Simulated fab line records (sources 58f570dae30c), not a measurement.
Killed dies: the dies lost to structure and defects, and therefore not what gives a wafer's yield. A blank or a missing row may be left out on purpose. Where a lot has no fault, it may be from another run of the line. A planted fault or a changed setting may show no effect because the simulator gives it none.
fab line records / flow berkeley_cmos170
record: lots: 14 wafers: 42 last_day: 12
route steps=331 shown NLDD@167
lots with no fault: from the same line, run without faults
start_h: hours from the record's first day to the start of the lot's first wafer shown / wait_h: hours from the lot's prior step to this one / " same as the row above / L1.1+2: a row that stands for several wafers / - no value present, or no start provided / * or withheld: withheld / < > ~ a bound
route shown NAME@n: names a module that has steps shown in the file, with the first one's number in the route / usual: mean/standard deviation taken from wafers without a fault / same: alike in all rows / chamber/n: place in a boat / sites: each site's reading / _std_site: the standard deviation of these / _edge_site: the outer-site mean with the inner-site mean subtracted / radius_mm: how far each site lies from the wafer's centre / mask NAME#n: copy n / behind: the last tool/chamber to shape the wafer / hold: what put the lot on hold/how long, in hours/how the hold closed / device: the n, p or np transistor that did not switch / end of line: the tests these same wafers got at the end of their route / step lacking rows: just its recipe / killed: the dies lost at the first sort to structure and to defects; this is not the yield of the wafer / map: a wafer's dies, x killed, . not, _ none there
set.NAME: the run value of the setting; set.NAME@STEP: its run value at that earlier step / model.NAME: the simulator's own value behind a step, which no gauge read
steps of the route over a sample of lots; a table a step, a row a wafer
services: a tool's chamber out of use, with start hour (start_h, from the record's first day; less than 0 if before it), hours out, and reason
== steps ==
step: UCB170_NLDD_IMPLANT_09
recipe: species: As dose_cm2: 5e+13 energy_kev: 30 tilt_deg: 7 rotation_deg: 180
usual: faraday_current_uA: 159/3.1 tilt_deg: 6.999/0.019
lot.wafer=L258.1 tool=implanter-02 chamber=0 start_h=147.69 wait_h=0.1 faraday_current_uA=162 tilt_deg=6.997
lot.wafer=L258.2 tool=implanter-02 chamber=0 start_h=147.69 wait_h=0.1 faraday_current_uA=160 tilt_deg=7.018
lot.wafer=L258.6 tool=implanter-02 chamber=0 start_h=147.69 wait_h=0.1 faraday_current_uA=162 tilt_deg=7.000
lot.wafer=L261.4 tool=implanter-03 chamber=0 start_h=162.67 wait_h=0.1 faraday_current_uA=162 tilt_deg=7.008
lot.wafer=L261.5 tool=implanter-03 chamber=0 start_h=162.67 wait_h=0.1 faraday_current_uA=161 tilt_deg=6.957
lot.wafer=L261.6 tool=implanter-03 chamber=0 start_h=162.67 wait_h=0.1 faraday_current_uA=156 tilt_deg=6.972
lot.wafer=L260.4 tool=implanter-02 chamber=0 start_h=162.99 wait_h=0.1 faraday_current_uA=160 tilt_deg=7.000
lot.wafer=L260.5 tool=implanter-02 chamber=0 start_h=162.99 wait_h=0.1 faraday_current_uA=158 tilt_deg=7.003
lot.wafer=L260.6 tool=implanter-02 chamber=0 start_h=162.99 wait_h=0.1 faraday_current_uA=158 tilt_deg=6.976
lot.wafer=L262.3 tool=implanter-01 chamber=0 start_h=163.21 wait_h=0.1 faraday_current_uA=160 tilt_deg=7.011
lot.wafer=L262.5 tool=implanter-01 chamber=0 start_h=163.21 wait_h=0.1 faraday_current_uA=160 tilt_deg=7.002
lot.wafer=L262.6 tool=implanter-01 chamber=0 start_h=163.21 wait_h=0.1 faraday_current_uA=158 tilt_deg=7.010
lot.wafer=L263.1 tool=implanter-01 chamber=0 start_h=172.06 wait_h=0.1 faraday_current_uA=156 tilt_deg=7.005
lot.wafer=L263.4 tool=implanter-01 chamber=0 start_h=172.06 wait_h=0.1 faraday_current_uA=157 tilt_deg=6.999
lot.wafer=L263.5 tool=implanter-01 chamber=0 start_h=172.06 wait_h=0.1 faraday_current_uA=161 tilt_deg=7.022
lot.wafer=L264.3 tool=implanter-02 chamber=0 start_h=172.23 wait_h=0.1 faraday_current_uA=158 tilt_deg=7.005
lot.wafer=L264.5 tool=implanter-02 chamber=0 start_h=172.23 wait_h=0.1 faraday_current_uA=157 tilt_deg=7.010
lot.wafer=L264.6 tool=implanter-02 chamber=0 start_h=172.23 wait_h=0.1 faraday_current_uA=164 tilt_deg=7.012
lot.wafer=L265.4 tool=implanter-01 chamber=0 start_h=187.60 wait_h=0.1 faraday_current_uA=156 tilt_deg=0.006
lot.wafer=L265.5 tool=implanter-01 chamber=0 start_h=187.60 wait_h=0.1 faraday_current_uA=163 tilt_deg=0.019
lot.wafer=L265.6 tool=implanter-01 chamber=0 start_h=187.60 wait_h=0.1 faraday_current_uA=160 tilt_deg=0.000
lot.wafer=L266.2 tool=implanter-03 chamber=0 start_h=192.71 wait_h=0.1 faraday_current_uA=159 tilt_deg=6.997
lot.wafer=L266.3 tool=implanter-03 chamber=0 start_h=192.71 wait_h=0.1 faraday_current_uA=156 tilt_deg=6.984
lot.wafer=L266.4 tool=implanter-03 chamber=0 start_h=192.71 wait_h=0.1 faraday_current_uA=159 tilt_deg=6.990
lot.wafer=L268.3 tool=implanter-01 chamber=0 start_h=200.76 wait_h=0.1 faraday_current_uA=163 tilt_deg=-0.018
lot.wafer=L268.4 tool=implanter-01 chamber=0 start_h=200.76 wait_h=0.1 faraday_current_uA=157 tilt_deg=-0.004
lot.wafer=L268.5 tool=implanter-01 chamber=0 start_h=200.76 wait_h=0.1 faraday_current_uA=157 tilt_deg=-0.045
lot.wafer=L275.2 tool=implanter-02 chamber=0 start_h=223.36 wait_h=0.1 faraday_current_uA=159 tilt_deg=7.001
lot.wafer=L275.4 tool=implanter-02 chamber=0 start_h=223.36 wait_h=0.1 faraday_current_uA=160 tilt_deg=6.996
lot.wafer=L275.5 tool=implanter-02 chamber=0 start_h=223.36 wait_h=0.1 faraday_current_uA=156 tilt_deg=6.999
lot.wafer=L274.1 tool=implanter-02 chamber=0 start_h=224.51 wait_h=0.1 faraday_current_uA=159 tilt_deg=7.020
lot.wafer=L274.4 tool=implanter-02 chamber=0 start_h=224.51 wait_h=0.1 faraday_current_uA=159 tilt_deg=7.013
lot.wafer=L274.6 tool=implanter-02 chamber=0 start_h=224.51 wait_h=0.1 faraday_current_uA=156 tilt_deg=7.002
lot.wafer=L278.1 tool=implanter-03 chamber=0 start_h=234.74 wait_h=0.1 faraday_current_uA=155 tilt_deg=6.989
lot.wafer=L278.5 tool=implanter-03 chamber=0 start_h=234.74 wait_h=0.1 faraday_current_uA=165 tilt_deg=6.996
lot.wafer=L278.6 tool=implanter-03 chamber=0 start_h=234.74 wait_h=0.1 faraday_current_uA=157 tilt_deg=7.030
lot.wafer=L277.2 tool=implanter-02 chamber=0 start_h=235.73 wait_h=0.1 faraday_current_uA=156 tilt_deg=7.027
lot.wafer=L277.4 tool=implanter-02 chamber=0 start_h=235.73 wait_h=0.1 faraday_current_uA=157 tilt_deg=6.990
lot.wafer=L277.6 tool=implanter-02 chamber=0 start_h=235.73 wait_h=0.1 faraday_current_uA=155 tilt_deg=7.005
lot.wafer=L279.1 tool=implanter-03 chamber=0 start_h=260.12 wait_h=0.1 faraday_current_uA=156 tilt_deg=6.992
lot.wafer=L279.2 tool=implanter-03 chamber=0 start_h=260.12 wait_h=0.1 faraday_current_uA=162 tilt_deg=7.013
lot.wafer=L279.4 tool=implanter-03 chamber=0 start_h=260.12 wait_h=0.1 faraday_current_uA=158 tilt_deg=6.991
step: UCB170_NLDD_TW_MEAS_11
usual: NLDD_TW: 2218/17
lot.wafer=L258.1 tool=film_metro-01 chamber=- start_h=147.94 wait_h=0.1 NLDD_TW=2220
lot.wafer=L258.2 tool=film_metro-01 chamber=- start_h=147.94 wait_h=0.1 NLDD_TW=2220
lot.wafer=L258.6 tool=film_metro-01 chamber=- start_h=147.94 wait_h=0.1 NLDD_TW=2230
lot.wafer=L261.4 tool=film_metro-01 chamber=- start_h=162.88 wait_h=0.1 NLDD_TW=2222
lot.wafer=L261.5 tool=film_metro-01 chamber=- start_h=162.88 wait_h=0.1 NLDD_TW=2225
lot.wafer=L261.6 tool=film_metro-01 chamber=- start_h=162.88 wait_h=0.1 NLDD_TW=2204
lot.wafer=L260.4 tool=film_metro-01 chamber=- start_h=163.19 wait_h=0.1 NLDD_TW=2209
lot.wafer=L260.5 tool=film_metro-01 chamber=- start_h=163.19 wait_h=0.1 NLDD_TW=2219
lot.wafer=L260.6 tool=film_metro-01 chamber=- start_h=163.19 wait_h=0.1 NLDD_TW=2218
lot.wafer=L262.3 tool=film_metro-02 chamber=- start_h=163.43 wait_h=0.1 NLDD_TW=2217
lot.wafer=L262.5 tool=film_metro-02 chamber=- start_h=163.43 wait_h=0.1 NLDD_TW=2220
lot.wafer=L262.6 tool=film_metro-02 chamber=- start_h=163.43 wait_h=0.1 NLDD_TW=2225
lot.wafer=L263.1 tool=film_metro-04 chamber=- start_h=172.31 wait_h=0.1 NLDD_TW=2200
lot.wafer=L263.4 tool=film_metro-04 chamber=- start_h=172.31 wait_h=0.1 NLDD_TW=2178
lot.wafer=L263.5 tool=film_metro-04 chamber=- start_h=172.31 wait_h=0.1 NLDD_TW=2196
lot.wafer=L264.3 tool=film_metro-02 chamber=- start_h=172.45 wait_h=0.1 NLDD_TW=2225
lot.wafer=L264.5 tool=film_metro-02 chamber=- start_h=172.45 wait_h=0.1 NLDD_TW=2221
lot.wafer=L264.6 tool=film_metro-02 chamber=- start_h=172.45 wait_h=0.1 NLDD_TW=2224
lot.wafer=L265.4 tool=film_metro-01 chamber=- start_h=187.80 wait_h=0.1 NLDD_TW=2113
lot.wafer=L265.5 tool=film_metro-01 chamber=- start_h=187.80 wait_h=0.1 NLDD_TW=2117
lot.wafer=L265.6 tool=film_metro-01 chamber=- start_h=187.80 wait_h=0.1 NLDD_TW=2114
lot.wafer=L266.2 tool=film_metro-01 chamber=- start_h=192.94 wait_h=0.1 NLDD_TW=2207
lot.wafer=L266.3 tool=film_metro-01 chamber=- start_h=192.94 wait_h=0.1 NLDD_TW=2219
lot.wafer=L266.4 tool=film_metro-01 chamber=- start_h=192.94 wait_h=0.1 NLDD_TW=2218
lot.wafer=L268.3 tool=film_metro-01 chamber=- start_h=201.01 wait_h=0.1 NLDD_TW=2119
lot.wafer=L268.4 tool=film_metro-01 chamber=- start_h=201.01 wait_h=0.1 NLDD_TW=2115
lot.wafer=L268.5 tool=film_metro-01 chamber=- start_h=201.01 wait_h=0.1 NLDD_TW=2119
lot.wafer=L275.2 tool=film_metro-01 chamber=- start_h=223.59 wait_h=0.1 NLDD_TW=2216
lot.wafer=L275.4 tool=film_metro-01 chamber=- start_h=223.59 wait_h=0.1 NLDD_TW=2201
lot.wafer=L275.5 tool=film_metro-01 chamber=- start_h=223.59 wait_h=0.1 NLDD_TW=2213
lot.wafer=L274.1 tool=film_metro-04 chamber=- start_h=224.76 wait_h=0.1 NLDD_TW=2194
lot.wafer=L274.4 tool=film_metro-04 chamber=- start_h=224.76 wait_h=0.1 NLDD_TW=2189
lot.wafer=L274.6 tool=film_metro-04 chamber=- start_h=224.76 wait_h=0.1 NLDD_TW=2185
lot.wafer=L278.1 tool=film_metro-04 chamber=- start_h=234.99 wait_h=0.1 NLDD_TW=2186
lot.wafer=L278.5 tool=film_metro-04 chamber=- start_h=234.99 wait_h=0.1 NLDD_TW=2189
lot.wafer=L278.6 tool=film_metro-04 chamber=- start_h=234.99 wait_h=0.1 NLDD_TW=2178
lot.wafer=L277.2 tool=film_metro-01 chamber=- start_h=236.10 wait_h=0.2 NLDD_TW=2213
lot.wafer=L277.4 tool=film_metro-01 chamber=- start_h=236.10 wait_h=0.2 NLDD_TW=2212
lot.wafer=L277.6 tool=film_metro-01 chamber=- start_h=236.10 wait_h=0.2 NLDD_TW=2215
lot.wafer=L279.1 tool=film_metro-01 chamber=- start_h=260.37 wait_h=0.1 NLDD_TW=2210
lot.wafer=L279.2 tool=film_metro-01 chamber=- start_h=260.37 wait_h=0.1 NLDD_TW=2215
lot.wafer=L279.4 tool=film_metro-01 chamber=- start_h=260.37 wait_h=0.1 NLDD_TW=2218
step: UCB170_SDANNEAL_RS_MEAS_05
recipe: thk_meas_gauge: four-point-probe
usual: NLDD_RS: 616.7/1.8
lot.wafer=L258.1 tool=film_metro-01 chamber=- start_h=161.02 wait_h=0.1 NLDD_RS[ohm/sq]=615.6
lot.wafer=L258.2 tool=film_metro-01 chamber=- start_h=161.02 wait_h=0.1 NLDD_RS[ohm/sq]=616.8
lot.wafer=L258.6 tool=film_metro-01 chamber=- start_h=161.02 wait_h=0.1 NLDD_RS[ohm/sq]=615.6
lot.wafer=L260.4 tool=film_metro-02 chamber=- start_h=176.95 wait_h=0.1 NLDD_RS[ohm/sq]=618.9
lot.wafer=L260.5 tool=film_metro-02 chamber=- start_h=176.95 wait_h=0.1 NLDD_RS[ohm/sq]=618.0
lot.wafer=L260.6 tool=film_metro-02 chamber=- start_h=176.95 wait_h=0.1 NLDD_RS[ohm/sq]=617.3
lot.wafer=L261.4 tool=film_metro-01 chamber=- start_h=177.40 wait_h=0.1 NLDD_RS[ohm/sq]=618.2
lot.wafer=L261.5 tool=film_metro-01 chamber=- start_h=177.40 wait_h=0.1 NLDD_RS[ohm/sq]=617.4
lot.wafer=L261.6 tool=film_metro-01 chamber=- start_h=177.40 wait_h=0.1 NLDD_RS[ohm/sq]=617.5
lot.wafer=L262.3 tool=film_metro-02 chamber=- start_h=177.57 wait_h=0.1 NLDD_RS[ohm/sq]=613.7
lot.wafer=L262.5 tool=film_metro-02 chamber=- start_h=177.57 wait_h=0.1 NLDD_RS[ohm/sq]=612.6
lot.wafer=L262.6 tool=film_metro-02 chamber=- start_h=177.57 wait_h=0.1 NLDD_RS[ohm/sq]=615.0
lot.wafer=L264.3 tool=film_metro-02 chamber=- start_h=188.26 wait_h=0.1 NLDD_RS[ohm/sq]=617.1
lot.wafer=L264.5 tool=film_metro-02 chamber=- start_h=188.26 wait_h=0.1 NLDD_RS[ohm/sq]=617.6
lot.wafer=L264.6 tool=film_metro-02 chamber=- start_h=188.26 wait_h=0.1 NLDD_RS[ohm/sq]=616.1
lot.wafer=L263.1 tool=film_metro-01 chamber=- start_h=188.40 wait_h=0.1 NLDD_RS[ohm/sq]=619.2
lot.wafer=L263.4 tool=film_metro-01 chamber=- start_h=188.40 wait_h=0.1 NLDD_RS[ohm/sq]=618.2
lot.wafer=L263.5 tool=film_metro-01 chamber=- start_h=188.40 wait_h=0.1 NLDD_RS[ohm/sq]=617.3
lot.wafer=L265.4 tool=film_metro-02 chamber=- start_h=196.25 wait_h=0.1 NLDD_RS[ohm/sq]=537.1
lot.wafer=L265.5 tool=film_metro-02 chamber=- start_h=196.25 wait_h=0.1 NLDD_RS[ohm/sq]=538.3
lot.wafer=L265.6 tool=film_metro-02 chamber=- start_h=196.25 wait_h=0.1 NLDD_RS[ohm/sq]=534.8
lot.wafer=L266.2 tool=film_metro-01 chamber=- start_h=201.85 wait_h=0.1 NLDD_RS[ohm/sq]=619.1
lot.wafer=L266.3 tool=film_metro-01 chamber=- start_h=201.85 wait_h=0.1 NLDD_RS[ohm/sq]=617.2
lot.wafer=L266.4 tool=film_metro-01 chamber=- start_h=201.85 wait_h=0.1 NLDD_RS[ohm/sq]=616.7
lot.wafer=L268.3 tool=film_metro-01 chamber=- start_h=211.56 wait_h=0.1 NLDD_RS[ohm/sq]=540.3
lot.wafer=L268.4 tool=film_metro-01 chamber=- start_h=211.56 wait_h=0.1 NLDD_RS[ohm/sq]=539.5
lot.wafer=L268.5 tool=film_metro-01 chamber=- start_h=211.56 wait_h=0.1 NLDD_RS[ohm/sq]=539.9
lot.wafer=L274.1 tool=film_metro-01 chamber=- start_h=235.04 wait_h=0.1 NLDD_RS[ohm/sq]=617.1
lot.wafer=L274.4 tool=film_metro-01 chamber=- start_h=235.04 wait_h=0.1 NLDD_RS[ohm/sq]=616.2
lot.wafer=L274.6 tool=film_metro-01 chamber=- start_h=235.04 wait_h=0.1 NLDD_RS[ohm/sq]=618.7
lot.wafer=L275.2 tool=film_metro-02 chamber=- start_h=235.06 wait_h=0.1 NLDD_RS[ohm/sq]=616.8
lot.wafer=L275.4 tool=film_metro-02 chamber=- start_h=235.06 wait_h=0.1 NLDD_RS[ohm/sq]=617.9
lot.wafer=L275.5 tool=film_metro-02 chamber=- start_h=235.06 wait_h=0.1 NLDD_RS[ohm/sq]=617.2
lot.wafer=L277.2 tool=film_metro-02 chamber=- start_h=246.49 wait_h=0.1 NLDD_RS[ohm/sq]=612.7
lot.wafer=L277.4 tool=film_metro-02 chamber=- start_h=246.49 wait_h=0.1 NLDD_RS[ohm/sq]=614.2
lot.wafer=L277.6 tool=film_metro-02 chamber=- start_h=246.49 wait_h=0.1 NLDD_RS[ohm/sq]=615.0
lot.wafer=L278.1 tool=film_metro-01 chamber=- start_h=246.55 wait_h=0.1 NLDD_RS[ohm/sq]=616.5
lot.wafer=L278.5 tool=film_metro-01 chamber=- start_h=246.55 wait_h=0.1 NLDD_RS[ohm/sq]=617.3
lot.wafer=L278.6 tool=film_metro-01 chamber=- start_h=246.55 wait_h=0.1 NLDD_RS[ohm/sq]=616.1
lot.wafer=L279.1 tool=film_metro-04 chamber=- start_h=270.70 wait_h=0.1 NLDD_RS[ohm/sq]=616.0
lot.wafer=L279.2 tool=film_metro-04 chamber=- start_h=270.70 wait_h=0.1 NLDD_RS[ohm/sq]=614.8
lot.wafer=L279.4 tool=film_metro-04 chamber=- start_h=270.70 wait_h=0.1 NLDD_RS[ohm/sq]=614.0
== services ==
tool=implanter-03 chamber=- start_h=149.73 hours=9.5 kind=repair
tool=implanter-03 chamber=- start_h=157.95 hours=0.6 kind=repair
tool=implanter-01 chamber=- start_h=208.82 hours=5.2 kind=pm
tool=implanter-01 chamber=- start_h=219.01 hours=2.0 kind=repair
== key ==
first_sign: step: UCB170_NLDD_IMPLANT_09 reading: tilt_deg direction: down sigmas: 99+ usual: 6.999 struck: -0.007
effect: step: UCB170_NLDD_TW_MEAS_11 reading: NLDD_TW direction: down sigmas: 6 usual: 2218 struck: 2116
effect: step: UCB170_SDANNEAL_RS_MEAS_05 reading: NLDD_RS direction: down sigmas: 43 usual: 616.7 struck: 538.3
met_at UCB170_NLDD_IMPLANT_09
struck_lots L265,L268
tester_left_out L265,L268
onset_between 172.06 187.60
fault: kind: process_parameter_drift tool: implanter-01 chamber: - onset_h: 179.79 steps: UCB170_NLDD_IMPLANT_09 channel: tilt_deg offset: -7 shape: step end_h: 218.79 acts_in: these_recipes_only stated: 7
tester_left_out: of these lots the tester's yield and bins aren't shown, on N5 and GAA mostly nor the transistor test; their killed dies are dies lost to structure and defects alone, not to doping, threshold or leakage, so they don't give the yield
